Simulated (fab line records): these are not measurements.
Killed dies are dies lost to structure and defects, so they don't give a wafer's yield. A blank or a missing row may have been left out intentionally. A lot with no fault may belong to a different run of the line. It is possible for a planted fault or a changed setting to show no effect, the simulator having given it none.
Code-filled problem report in 8D (eight disciplines) form -- flow berkeley cmos170 -- the parts of the form that need people (team, actions taken, sign-off) are left out

== 1. THE PROBLEM ==
SPACER_TEOS_THK at UCB170_SPACER_THK_MEAS_01 reads a mean of 417 nm on 6 wafers of 2 lots; wafers without a fault read 374 nm with a standard deviation of 4.6. Measured from the usual mean, that is +9.3 standard deviations.
Earliest sighting: wafer L396.2 on film metro-01 at day 11 04:32. The record has a number at this step for 42 wafers belonging to 14 lots. Rule for "out", or "out of limits": more than 4 standard deviations from the usual mean. Any other wafer with a number is counted as sound.

== 2. WHAT IT IS, WHAT IT ISN'T ==
question,is,is not
which readings at this step,SPACER_TEOS_THK,-
which lots,"L396, L397","L376, L377, L378, L379, L380, L382, L383, L384, L385, L386, L389, L391"
which wafers of those lots,all that have a number,-
read on which gauges,"film metro-01, film metro-03",film metro-02
when,from day 11 04:32,up to then (36 sound wafers)

== 3. WHAT RULES OUT EACH SUSPECT ==
Counting: a tool stays on the suspect list if, at a process step up to the reading, it processed all lots that are out and no sound lot following the first of them.
- the gauge at UCB170_SPACER_THK_MEAS_01: ruled out. The wafers that are out were read on 2 gauges (film metro-01, film metro-03).
- pecvd-02 at UCB170_SPACER_CVD_00 (deposits SiO2 from TEOS/O2, target thk 376 nm, time 47 s): kept. Every lot that is out went through it, starting with L396 (day 11 04:28), and after that it ran no sound lot; the last sound lot it ran before then is L384 (day 8 14:35).
Left after counting: pecvd-02 at UCB170_SPACER_CVD_00.

== 4. THE CAUSE (what the simulator had put in) ==
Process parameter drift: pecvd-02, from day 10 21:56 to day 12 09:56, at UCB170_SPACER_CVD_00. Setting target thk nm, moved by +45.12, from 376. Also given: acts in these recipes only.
Counting left only this tool.

== 5. THE EFFECT CHAIN, in route order ==
Rows list readings where the struck wafers' mean (over those with a number) sits beyond 3 standard deviations from the usual. Only readings for which the record gives a usual standard deviation are gone through. hours: the time from each lot's start at the first step in this table that gives one to its start at this step, as a median over the lots. sigmas: the change in usual standard deviations.
hours,step,reading,usual,on struck wafers,change,sigmas
0,UCB170_SPACER_THK_MEAS_01,SPACER_TEOS_THK,374 nm,417,+43,+9.3
8,UCB170_SPACER_ETCHBACK_03,oes product au,0.893 a.u.,0.957,+0.064,+3.2
The process steps in it:
- UCB170_SPACER_ETCHBACK_03: etches SiO2 in CHF3/CF4/Ar, stops on Si, target depth 376 nm, time 100 s.
At these later measuring or inspecting steps, every struck wafer for which the step has a row has a number for every such reading, and none has moved that far: UCB170_V1_BOW_MEAS_03.

== 6. WHAT WOULD HAVE CAUGHT IT SOONER ==
7 hours passed between the start of the fault at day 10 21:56 and the first reading out of limits at a measuring or inspecting step in this record, taken at day 11 04:32.
Of the tool readings at UCB170_SPACER_CVD_00 for which the record gives a usual standard deviation, none was out on any struck wafer, so an alarm limit of 4 standard deviations on them would not have fired.
Among the 2 lots that are out, L397 began UCB170_SPACER_CVD_00 on pecvd-02 after day 11 04:32. It would have been spared by a hold on the tool at that moment.
